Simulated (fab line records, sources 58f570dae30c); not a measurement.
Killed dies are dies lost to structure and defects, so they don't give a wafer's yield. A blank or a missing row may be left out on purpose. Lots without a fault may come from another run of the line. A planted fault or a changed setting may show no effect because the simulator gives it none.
Tool commonality check | flow berkeley_cmos170 | 13 lots, 39 wafers sampled

WHY IT WAS OPENED
At UCB170_ACTIVE_OVL_MEAS_14 the reading ACTIVE_OVL is flagged on 3 of 13 lots. Wafers without a fault read 1 nm, standard deviation 5.1.
Rule: a lot is flagged when every wafer of it that has a number lies more than 4 standard deviations from that mean, or none has a number. The other lots count as sound.

lot  | measured    | on         | ACTIVE_OVL (nm), wafer by wafer | flag
L122 | day 4 15:02 | overlay-01 | 7 4 4                           |
L123 | day 4 15:11 | overlay-02 | 9 2 3                           |
L127 | day 4 22:42 | overlay-02 | -4 0 5                          |
L125 | day 4 23:15 | overlay-01 | -1 -1 2                         |
L128 | day 5 07:58 | overlay-01 | -218 -216 -216                  | FLAGGED
L130 | day 5 22:56 | overlay-02 | -211 -216 -213                  | FLAGGED
L131 | day 6 06:17 | overlay-01 | -220 -217 -229                  | FLAGGED
L135 | day 6 23:43 | overlay-01 | -1 -7 -2                        |
L138 | day 7 13:59 | overlay-01 | 5 0 -3                          |
L141 | day 8 01:22 | overlay-02 | 2 -3 -1                         |
L142 | day 8 16:25 | overlay-01 | -2 6 2                          |
L143 | day 8 22:13 | overlay-01 | 3 10 2                          |
L144 | day 9 00:43 | overlay-02 | -1 -2 6                         |
The numbers of the flagged lots are -217 nm on average: -218 nm against the usual, or -43 standard deviations.

WHICH TOOL RAN EACH LOT
The record holds 1 process step before the reading, out of a route of 331 steps. In each cell: the tool, then ch and the chambers that the sampled wafers went through, then the start.
lot  | flag    | UCB170_ACTIVE_EXPOSE_10
L122 |         | krf_scanner-01 ch 0, day 4 14:09
L123 |         | krf_scanner-02 ch 0, day 4 14:27
L127 |         | krf_scanner-01 ch 0, day 4 21:23
L125 |         | krf_scanner-02 ch 0, day 4 22:05
L128 | FLAGGED | krf_scanner-02 ch 0, day 5 07:26
L130 | FLAGGED | krf_scanner-02 ch 0, day 5 22:05
L131 | FLAGGED | krf_scanner-02 ch 0, day 6 05:35
L135 |         | krf_scanner-01 ch 0, day 6 23:13
L138 |         | krf_scanner-01 ch 0, day 7 13:29
L141 |         | krf_scanner-01 ch 0, day 8 00:54
L142 |         | krf_scanner-01 ch 0, day 8 15:53
L143 |         | krf_scanner-01 ch 0, day 8 21:44
L144 |         | krf_scanner-01 ch 0, day 8 23:58
What these steps do:
- UCB170_ACTIVE_EXPOSE_10: exposes mask ACTIVE, target cd 1200 nm.
- UCB170_ACTIVE_OVL_MEAS_14

FLAGGED OVER TOTAL, TOOL BY TOOL (the gauges that took the reading come last)
step                      | tool           | lots run | flagged | share of the flagged lots | sound lots run after its first flagged lot
UCB170_ACTIVE_EXPOSE_10   | krf_scanner-01 | 8        | 0       | none                      | -
UCB170_ACTIVE_EXPOSE_10   | krf_scanner-02 | 5        | 3       | all                       | 0
UCB170_ACTIVE_OVL_MEAS_14 | overlay-01     | 8        | 2       | some                      | 4 (L135,L138,L142,L143)
UCB170_ACTIVE_OVL_MEAS_14 | overlay-02     | 5        | 1       | some                      | 2 (L141,L144)

WHAT THE TABLE ALLOWS
1 row of the table ran every flagged lot: krf_scanner-02 at UCB170_ACTIVE_EXPOSE_10.
- krf_scanner-02 at UCB170_ACTIVE_EXPOSE_10: 3 of its 5 lots flagged. Its last sound lot is L125 (day 4 22:05), its first flagged lot L128 (day 5 07:26): a fault that began between those two fits.
One tool is left: krf_scanner-02 at UCB170_ACTIVE_EXPOSE_10.

WHAT THE SIMULATOR HAD PUT IN
Scanner matching overlay: krf_scanner-02, from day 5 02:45 on, at UCB170_ACTIVE_EXPOSE_10. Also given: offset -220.
Lots struck among those shown: L128, L130, L131. The rule above found the same.
